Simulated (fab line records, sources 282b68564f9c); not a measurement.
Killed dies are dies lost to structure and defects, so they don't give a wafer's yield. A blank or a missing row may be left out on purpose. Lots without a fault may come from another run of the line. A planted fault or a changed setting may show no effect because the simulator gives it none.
One fault seen from 2 desks | flow rit_cmos | each desk has only its own numbers; what lay behind them comes last

THE TOOL OWNER'S DESK: litho_track-04
The tool's own readings at RIT_NWELL_COAT_01 (resist thk 1300 nm): means of the sampled wafers that have a number, for each lot that ran on this tool. A lot is out of limits, marked OUT, if its mean lies more than 4 standard deviations from the usual mean; the brackets give that distance.
Columns: A = chill_plate_temp_C at RIT_NWELL_COAT_01, usual 23.03 C; B = exhaust_pa at RIT_NWELL_COAT_01, usual 44.9 Pa
lot  | first seen here | A     | B
L416 | day 3 16:58     | 23.01 | 45.2
L422 | day 4 23:06     | 23.13 | 44.8
L423 | day 5 05:06     | 23.05 | 44.8
This desk's finding: nothing out of limits on any of the 3 lots.

THE METROLOGY DESK
What the gauges read, lot by lot, whatever tool the lot ran on: means of the sampled wafers that have a number. A lot is out of limits, marked OUT, if its mean lies more than 4 standard deviations from the usual mean; the brackets give that distance.
Columns: A = PWELL_TW at RIT_PWELL_TW_MEAS_10, usual 961
lot  | first seen here | A
L407 | day 1 22:33     | 955
L408 | day 2 04:44     | 959
L410 | day 2 13:46     | 960
L411 | day 2 18:29     | 963
L413 | day 3 04:57     | 962
L414 | day 3 09:26     | 969
L416 | day 3 19:53     | 966
L417 | day 4 01:28     | 955
L422 | day 5 02:13     | 2027 (+99 or more) OUT
L423 | day 5 08:08     | 2025 (+99 or more) OUT
L427 | day 6 02:39     | 961
L428 | day 6 09:00     | 962
L429 | day 6 13:53     | 968
L430 | day 6 19:06     | 962
This desk's finding: out of limits on L422, L423; first on L422, day 5 02:13 (PWELL_TW at RIT_PWELL_TW_MEAS_10). In limits: L407, L408, L410, L411, L413, L414, L416, L417, L427, L428, L429, L430.

PUT TOGETHER
The metrology desk could have raised an alarm at day 5 02:13, on L422, L423.
The tool owner's desk saw nothing out of limits.
The tool owner's desk has L422, L423 on record, within its limits.
Of the lots named, all ran RIT_NWELL_COAT_01 on litho_track-04.

WHAT THE SIMULATOR HAD PUT IN
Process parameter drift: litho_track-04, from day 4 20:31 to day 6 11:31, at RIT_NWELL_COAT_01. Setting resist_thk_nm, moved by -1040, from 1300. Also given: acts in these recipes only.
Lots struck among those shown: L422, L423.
Hours from the fault's start to each desk's first reading out of limits: the metrology desk, 6.
